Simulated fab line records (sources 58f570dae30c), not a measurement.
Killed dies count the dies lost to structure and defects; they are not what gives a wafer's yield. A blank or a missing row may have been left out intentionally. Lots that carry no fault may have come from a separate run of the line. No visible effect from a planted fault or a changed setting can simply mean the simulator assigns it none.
Which tool was responsible? + flow berkeley cmos170 + 13 lots, 39 wafers sampled, at 6 steps of a route of 331

## WHAT THE GAUGES SHOWED, per wafer
UCB170_NWELL_OVL_MEAS_12.
| lot  | measured    | on         | NWELL_OVL (nm) |
|------|-------------|------------|----------------|
| L393 | day 2 01:36 | overlay-01 | -3 -8 -3       |
| L394 | day 2 06:26 | overlay-02 | -1 -4 3        |
| L395 | day 2 13:52 | overlay-01 | -4 7 1         |
| L400 | day 3 14:06 | overlay-02 | 4 4 2          |
| L401 | day 3 21:05 | overlay-02 | 2 -11 -8       |
| L402 | day 4 04:11 | overlay-02 | - - -          |
| L403 | day 4 08:02 | overlay-01 | -6 -7 -5       |
| L410 | day 5 19:35 | overlay-01 | 6 4 6          |
| L411 | day 6 01:28 | overlay-02 | 0 4 0          |
| L412 | day 6 05:05 | overlay-01 | 2 -7 -4        |
| L413 | day 6 05:22 | overlay-02 | -7 -14 -1      |
| L414 | day 6 18:34 | overlay-02 | -3 -8 7        |
| L415 | day 7 02:17 | overlay-01 | 1 -4 6         |

UCB170_NWELL_TW_MEAS_16.
| lot  | measured    | on            | NWELL_TW       |
|------|-------------|---------------|----------------|
| L393 | day 2 01:59 | film metro-01 | 1224 1226 1223 |
| L394 | day 2 06:49 | film metro-04 | 1260 1268 1267 |
| L395 | day 2 14:16 | film metro-04 | 1266 1267 1268 |
| L400 | day 3 14:29 | film metro-01 | 1228 1229 1236 |
| L401 | day 3 21:28 | film metro-01 | 1231 1227 1235 |
| L402 | day 4 04:35 | film metro-04 | 30 30 30       |
| L403 | day 4 08:25 | film metro-04 | 1269 1263 1267 |
| L410 | day 5 20:01 | film metro-04 | 1266 1274 1277 |
| L411 | day 6 01:51 | film metro-01 | 1232 1224 1239 |
| L412 | day 6 05:29 | film metro-01 | 1231 1231 1228 |
| L413 | day 6 05:45 | film metro-03 | 1247 1255 1253 |
| L414 | day 6 18:58 | film metro-01 | 1237 1232 1233 |
| L415 | day 7 02:40 | film metro-04 | 1258 1269 1255 |

UCB170_ACTIVE_CD_MEAS_13: the cd target is 1200 nm.
| lot  | measured    | on        | cd nm (nm)           |
|------|-------------|-----------|----------------------|
| L393 | day 4 07:20 | cd sem-02 | 1200.4 1199.4 1198.4 |
| L394 | day 4 10:23 | cd sem-02 | 1203.1 1202.8 1204.2 |
| L395 | day 4 10:13 | cd sem-01 | 1198.0 1197.6 1199.3 |
| L400 | day 5 17:28 | cd sem-01 | 1199.1 1199.2 1200.0 |
| L401 | day 5 17:15 | cd sem-02 | 1201.9 1201.2 1202.5 |
| L403 | day 6 03:11 | cd sem-02 | 1200.1 1200.6 1199.9 |
| L410 | day 7 14:28 | cd sem-02 | 1201.4 1201.2 1202.2 |
| L411 | day 8 05:43 | cd sem-02 | 1200.1 1200.7 1198.9 |
| L412 | day 8 04:50 | cd sem-02 | 1202.2 1202.2 1201.8 |
| L413 | day 8 05:05 | cd sem-01 | 1199.5 1199.8 1198.4 |
| L414 | day 8 14:02 | cd sem-01 | 1198.3 1199.5 1199.2 |
| L415 | day 8 19:58 | cd sem-01 | 1201.3 1202.4 1202.5 |

UCB170_ACTIVE_CD_MEAS_90: the cd target is 1200 nm.
| lot  | measured    | on        | cd nm (nm)           |
|------|-------------|-----------|----------------------|
| L393 | day 4 07:55 | cd sem-01 | 1201.1 1199.6 1198.1 |
| L394 | day 4 10:45 | cd sem-01 | 1203.0 1203.0 1203.8 |
| L395 | day 4 10:34 | cd sem-02 | 1198.0 1197.5 1199.2 |
| L400 | day 5 17:55 | cd sem-02 | 1198.9 1198.9 1200.0 |
| L401 | day 5 17:38 | cd sem-02 | 1202.0 1201.7 1202.2 |
| L403 | day 6 03:32 | cd sem-02 | 1200.1 1200.0 1199.5 |
| L410 | day 7 14:50 | cd sem-01 | 1201.1 1201.7 1202.1 |
| L411 | day 8 06:04 | cd sem-01 | 1199.8 1201.0 1198.9 |
| L412 | day 8 05:14 | cd sem-01 | 1202.0 1202.7 1201.7 |
| L413 | day 8 05:26 | cd sem-01 | 1199.5 1200.6 1198.6 |
| L414 | day 8 14:23 | cd sem-02 | 1198.7 1200.2 1199.6 |
| L415 | day 8 20:19 | cd sem-02 | 1201.8 1202.4 1202.6 |

UCB170_FIELD_THK_MEAS_02.
| lot  | measured    | on            | FIELD_OXIDE_THK (nm) |
|------|-------------|---------------|----------------------|
| L393 | day 4 17:14 | film metro-01 | 545 557 546          |
| L394 | day 4 19:32 | film metro-02 | 545 554 542          |
| L395 | day 4 19:32 | film metro-01 | 560 553 552          |
| L400 | day 6 00:32 | film metro-04 | 570 568 565          |
| L401 | day 6 00:31 | film metro-02 | 570 563 567          |
| L403 | day 6 13:11 | film metro-04 | 555 542 548          |
| L410 | day 8 00:24 | film metro-04 | 554 552 558          |
| L411 | day 8 14:37 | film metro-02 | 545 542 543          |
| L412 | day 8 14:37 | film metro-01 | 547 554 555          |
| L413 | day 8 14:37 | film metro-04 | 560 556 568          |
| L414 | day 8 21:43 | film metro-01 | 561 560 557          |
| L415 | day 9 03:50 | film metro-01 | 554 560 553          |

## TOOL THAT RAN EACH LOT (tool first, then ch and the chambers of the sampled wafers, then the start)
| lot  | UCB170_NWELL_EXPOSE_09           |
|------|----------------------------------|
| L393 | krf scanner-02 ch 0, day 2 01:12 |
| L394 | krf scanner-01 ch 0, day 2 06:03 |
| L395 | krf scanner-02 ch 0, day 2 13:29 |
| L400 | krf scanner-02 ch 0, day 3 13:44 |
| L401 | krf scanner-02 ch 0, day 3 20:41 |
| L402 | krf scanner-01 ch 0, day 4 03:50 |
| L403 | krf scanner-01 ch 0, day 4 07:38 |
| L410 | krf scanner-01 ch 0, day 5 18:52 |
| L411 | krf scanner-01 ch 0, day 6 01:05 |
| L412 | krf scanner-01 ch 0, day 6 04:39 |
| L413 | krf scanner-01 ch 0, day 6 04:49 |
| L414 | krf scanner-01 ch 0, day 6 18:02 |
| L415 | krf scanner-01 ch 0, day 7 01:53 |
- UCB170_NWELL_EXPOSE_09: exposes mask NWELL, target cd 3000 nm.

## WHAT THE TOOLS THEMSELVES READ (means of the sampled wafers that have a number; where no wafer has one, the mark that the record gives instead)
UCB170_NWELL_EXPOSE_09.
| lot  | tool           | stage vel mm s (mm/s) |
|------|----------------|-----------------------|
| L393 | krf scanner-02 | 500.29                |
| L394 | krf scanner-01 | 499.75                |
| L395 | krf scanner-02 | 500.48                |
| L400 | krf scanner-02 | 499.92                |
| L401 | krf scanner-02 | 499.97                |
| L402 | krf scanner-01 | 500.03                |
| L403 | krf scanner-01 | 499.74                |
| L410 | krf scanner-01 | 500.04                |
| L411 | krf scanner-01 | 499.99                |
| L412 | krf scanner-01 | 499.97                |
| L413 | krf scanner-01 | 499.98                |
| L414 | krf scanner-01 | 500.02                |
| L415 | krf scanner-01 | 499.80                |

## THE ANSWER, worked out from the rows above alone
Rule: the lots themselves supply what counts as usual. The widest of any qualifying gaps counts: lots, ordered by their means at a reading, are off when they make up no more than a third of the lots, leave a main group of 4 or more, and stand apart from it by 3 or more times the standard deviation of that group's means. If all means in a main group match to the digits the tables above print for the reading, that group is not used. A lot without any number at a reading at which 4 lots or more have one is off too. The other lots that the step has rows for count as sound. First the gauges in route order, then the tools' own readings, where a lot's mean is used as printed above. At the first step where some lot is off, the reading lying furthest off is the one used; lots without a number count as furthest.
Off: at UCB170_NWELL_OVL_MEAS_12 (NWELL_OVL), L402. Without a number there: L402. The main group: mean -1 nm, standard deviation 3.8.
If a tool, at a process step before that reading, ran all the lots that are off and no sound lot after the first of them, it fits. The gauges at UCB170_NWELL_OVL_MEAS_12 aren't tried: what is off there is off at UCB170_NWELL_TW_MEAS_16 too, on other tools, and a gauge's error can't cause that. No candidate that was tried fits.

## WHAT HAD BEEN PUT IN BY THE SIMULATOR
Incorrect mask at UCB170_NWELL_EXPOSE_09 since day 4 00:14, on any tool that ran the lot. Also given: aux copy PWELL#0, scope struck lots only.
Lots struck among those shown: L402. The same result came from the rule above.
